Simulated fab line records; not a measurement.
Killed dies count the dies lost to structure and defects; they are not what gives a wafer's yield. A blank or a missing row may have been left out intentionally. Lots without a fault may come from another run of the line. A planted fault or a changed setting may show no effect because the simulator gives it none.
The tool behind it: which one? ; flow berkeleyCmos170 ; Sampling: 14 lots, 42 wafers, 5 of 331 route steps

## WHAT THE GAUGES SHOWED, per wafer
UCB170_NWELL_TW_MEAS_16. Usual: NWELL_TW typically reads 1244, with standard deviation 17.
lot;measured;on;NWELL_TW;flag
L828;day 2 06:44;filmMetro-01;1265 1265 1257;
L829;day 2 14:13;filmMetro-02;1227 1228 1232;
L830;day 2 17:59;filmMetro-01;1262 1260 1259;
L831;day 3 02:29;filmMetro-01;1268 1258 1266;
L834;day 3 17:18;filmMetro-02;1235 1233 1229;
L836;day 4 03:05;filmMetro-02;1234 1230 1229;
L837;day 4 07:32;filmMetro-02;1126 1131 1135;OFF
L838;day 4 12:30;filmMetro-03;1236 1232 1232;
L840;day 4 13:44;filmMetro-03;1231 1235 1223;
L841;day 5 00:02;filmMetro-01;1162 1169 1167;OFF
L844;day 5 20:26;filmMetro-01;1261 1265 1261;
L846;day 5 23:02;filmMetro-02;1233 1235 1238;
L845;day 5 23:17;filmMetro-01;1269 1268 1270;
L847;day 6 07:02;filmMetro-02;1240 1244 1245;

UCB170_ACTIVE_THK_MEAS_06. Usual: ACTIVE_NITRIDE_THK typically reads 219.1 nm, with standard deviation 2.
lot;measured;on;ACTIVE_NITRIDE_THK (nm);flag
L828;day 4 08:25;filmMetro-04;217.1 218.9 219.7;
L829;day 4 08:25;filmMetro-01;222.1 222.1 221.8;
L830;day 4 08:25;filmMetro-02;222.6 222.4 223.5;
L831;day 5 06:04;filmMetro-01;217.8 217.3 218.6;
L834;day 5 17:37;filmMetro-01;220.7 220.0 221.5;
L836;day 6 03:32;filmMetro-01;217.7 217.6 217.6;
L837;day 6 12:56;filmMetro-01;216.9 217.6 217.8;
L838;day 6 20:08;filmMetro-01;221.2 220.6 218.3;
L840;day 6 17:36;filmMetro-02;216.3 216.9 217.2;
L841;day 6 20:08;filmMetro-04;222.3 223.5 223.1;
L844;day 7 20:13;filmMetro-02;220.9 220.0 219.7;
L846;day 7 20:13;filmMetro-04;217.9 217.1 217.1;
L845;day 7 20:13;filmMetro-01;220.3 219.2 221.1;
L847;day 8 07:42;filmMetro-01;222.3 221.0 219.8;

## EACH LOT AND THE TOOL THAT RAN IT (in order: tool; ch and the chambers of the sampled wafers; start)
lot;UCB170_NWELL_IMPLANT_14;UCB170_PWELL_ETCH_14;UCB170_PWELL_STRIP_16
L828;implanter-04 ch 0, day 2 06:29;rieDiel-03 ch 1,2,3, day 3 04:56;plasmaAsher-02 ch 0,1, day 3 05:11
L829;implanter-01 ch 0, day 2 13:58;rieDiel-01 ch 0,1,3, day 3 07:55;plasmaAsher-01 ch 0,1, day 3 08:10
L830;implanter-02 ch 0, day 2 17:44;rieDiel-04 ch 0,2,3, day 3 08:17;plasmaAsher-03 ch 0, day 3 08:32
L831;implanter-02 ch 0, day 3 02:14;rieDiel-03 ch 0,2,3, day 3 18:28;plasmaAsher-03 ch 0, day 3 18:43
L834;implanter-01 ch 0, day 3 17:05;rieDiel-04 ch 0,2, day 4 07:16;plasmaAsher-02 ch 0,1, day 4 07:33
L836;implanter-02 ch 0, day 4 02:51;rieDiel-04 ch 1,2, day 4 17:56;plasmaAsher-02 ch 0,1, day 4 18:11
L837;implanter-04 ch 0, day 4 07:17;rieDiel-03 ch 1,2,3, day 5 07:10;plasmaAsher-03 ch 0,1, day 5 07:25
L838;implanter-01 ch 0, day 4 12:15;rieDiel-01 ch 1,2,3, day 5 14:48;plasmaAsher-02 ch 0,1, day 5 15:03
L840;implanter-02 ch 0, day 4 13:30;rieDiel-03 ch 1,3, day 5 14:31;plasmaAsher-01 ch 0, day 5 14:46
L841;implanter-04 ch 0, day 4 23:49;rieDiel-04 ch 0,1,3, day 5 17:34;plasmaAsher-02 ch 1, day 5 17:49
L844;implanter-01 ch 0, day 5 20:02;rieDiel-04 ch 0,1, day 6 15:07;plasmaAsher-02 ch 0,1, day 6 15:22
L846;implanter-01 ch 0, day 5 22:48;rieDiel-03 ch 2,3, day 6 14:55;plasmaAsher-01 ch 0,1, day 6 15:10
L845;implanter-02 ch 0, day 5 23:02;rieDiel-01 ch 1,2, day 6 15:23;plasmaAsher-01 ch 0,1, day 6 15:38
L847;implanter-01 ch 0, day 6 06:47;rieDiel-03 ch 0,2,3, day 7 03:07;plasmaAsher-02 ch 0,1, day 7 03:22
- UCB170_NWELL_IMPLANT_14
- UCB170_PWELL_ETCH_14: etches Si3N4 in CH3F/Ar/O2, stops on SiO2, target depth 242 nm, time 151 s.
- UCB170_PWELL_STRIP_16: strips in O2.

## WHAT THE TOOLS THEMSELVES READ (means of the sampled wafers that have a number; where no wafer has one, the mark that the record gives instead)
UCB170_NWELL_IMPLANT_14. Usual: beamOnS 10.01 s, standard deviation 0.21; endStationPressureTorr 5e-06 Torr, standard deviation 2.5e-07; faradayCurrentUA 31.7, standard deviation 0.64.
lot;tool;beamOnS (s);endStationPressureTorr (Torr);faradayCurrentUA;flag
L828;implanter-04;9.99;5e-06;31.8;
L829;implanter-01;9.99;5e-06;31.7;
L830;implanter-02;10.09;5e-06;31.5;
L831;implanter-02;9.85;5e-06;32.2;
L834;implanter-01;9.94;5e-06;32.0;
L836;implanter-02;10.21;5e-06;31.1;
L837;implanter-04;7.86;5e-06;40.2;OFF
L838;implanter-01;9.91;5e-06;31.8;
L840;implanter-02;10.13;5e-06;31.4;
L841;implanter-04;7.68;5e-06;41.3;OFF
L844;implanter-01;10.00;5e-06;31.7;
L846;implanter-01;9.85;5e-06;32.1;
L845;implanter-02;10.11;5e-06;31.4;
L847;implanter-01;10.06;5e-06;31.5;

UCB170_PWELL_ETCH_14. Usual: drypumpMotorCurrentA 5.95 A, standard deviation 0.26; oesProductAu 0.944 a.u., standard deviation 0.012; throttleValvePct 8.06 %, standard deviation 0.12.
lot;tool;drypumpMotorCurrentA (A);oesProductAu (a.u.);throttleValvePct (%);flag
L828;rieDiel-03;6.00;0.949;8.09;
L829;rieDiel-01;5.96;0.942;8.12;
L830;rieDiel-04;5.95;0.950;7.97;
L831;rieDiel-03;5.95;0.950;8.01;
L834;rieDiel-04;5.94;0.950;7.95;
L836;rieDiel-04;5.53;0.940;8.01;
L837;rieDiel-03;6.01;0.941;8.08;
L838;rieDiel-01;5.98;0.935;8.19;
L840;rieDiel-03;5.96;0.954;8.09;
L841;rieDiel-04;5.98;0.933;8.03;
L844;rieDiel-04;5.81;0.937;8.07;
L846;rieDiel-03;6.10;0.950;8.10;
L845;rieDiel-01;6.31;0.943;8.22;
L847;rieDiel-03;5.94;0.951;8.02;

UCB170_PWELL_STRIP_16. Usual: drypumpMotorCurrentA 5.6 A, standard deviation 0.37; oesProductAu 0.721 a.u., standard deviation 0.0047; stripTimeToEndpointS 18.16 s, standard deviation 0.1.
lot;tool;drypumpMotorCurrentA (A);oesProductAu (a.u.);stripTimeToEndpointS (s);flag
L828;plasmaAsher-02;5.5;0.724;18.01;
L829;plasmaAsher-01;5.5;0.722;18.20;
L830;plasmaAsher-03;6.1;0.720;18.07;
L831;plasmaAsher-03;6.1;0.720;18.15;
L834;plasmaAsher-02;5.5;0.722;18.01;
L836;plasmaAsher-02;5.6;0.723;18.06;
L837;plasmaAsher-03;6.1;0.723;18.24;
L838;plasmaAsher-02;5.3;0.722;18.12;
L840;plasmaAsher-01;5.4;0.718;18.30;
L841;plasmaAsher-02;5.8;0.725;18.10;
L844;plasmaAsher-02;5.5;0.718;18.11;
L846;plasmaAsher-01;5.5;0.723;18.11;
L845;plasmaAsher-01;5.6;0.722;18.16;
L847;plasmaAsher-02;5.3;0.720;18.16;

## THE ANSWER, worked out from the rows above alone
Rule: a lot is off if the mean of its wafers that have a number lies more than 3 standard deviations from the usual mean. Also off: a lot with no number at a reading for which 4 or more lots have one. All remaining lots with rows at the step are treated as sound. The gauges are gone through in route order, then the tools' own readings, and for those a lot's mean is taken as printed above. At the first step where some lot is off, the reading lying furthest off is the one used; lots without a number count as furthest.
Off: L837, L841, seen at UCB170_NWELL_TW_MEAS_16 (NWELL_TW).
If a tool, at a process step before that reading, ran all the lots that are off and no sound lot after the first of them, it fits. Not tried: the gauges at UCB170_NWELL_TW_MEAS_16; whatever is off there is also off at UCB170_NWELL_IMPLANT_14, on other tools, and gauge error can't account for it. One candidate fits, namely implanter-04 at UCB170_NWELL_IMPLANT_14. Its last sound lot is L828 (day 2 06:29), its first lot that is off L837 (day 4 07:17): a fault that began between those two fits.
The tool's own readings at UCB170_NWELL_IMPLANT_14 bear it out: on the lots that are off they differ by more than 5 times the standard deviation of the sound lots' means. beamOnS reads 7.77 s there against 10.01 s on the sound lots; faradayCurrentUA reads 40.8 there against 31.7 on the sound lots.

## WHAT THE SIMULATOR HAD PUT IN
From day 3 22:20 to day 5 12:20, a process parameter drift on implanter-04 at UCB170_NWELL_IMPLANT_14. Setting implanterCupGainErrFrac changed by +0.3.
Struck lots among those shown: L837, L841. The rule above reached the same finding.
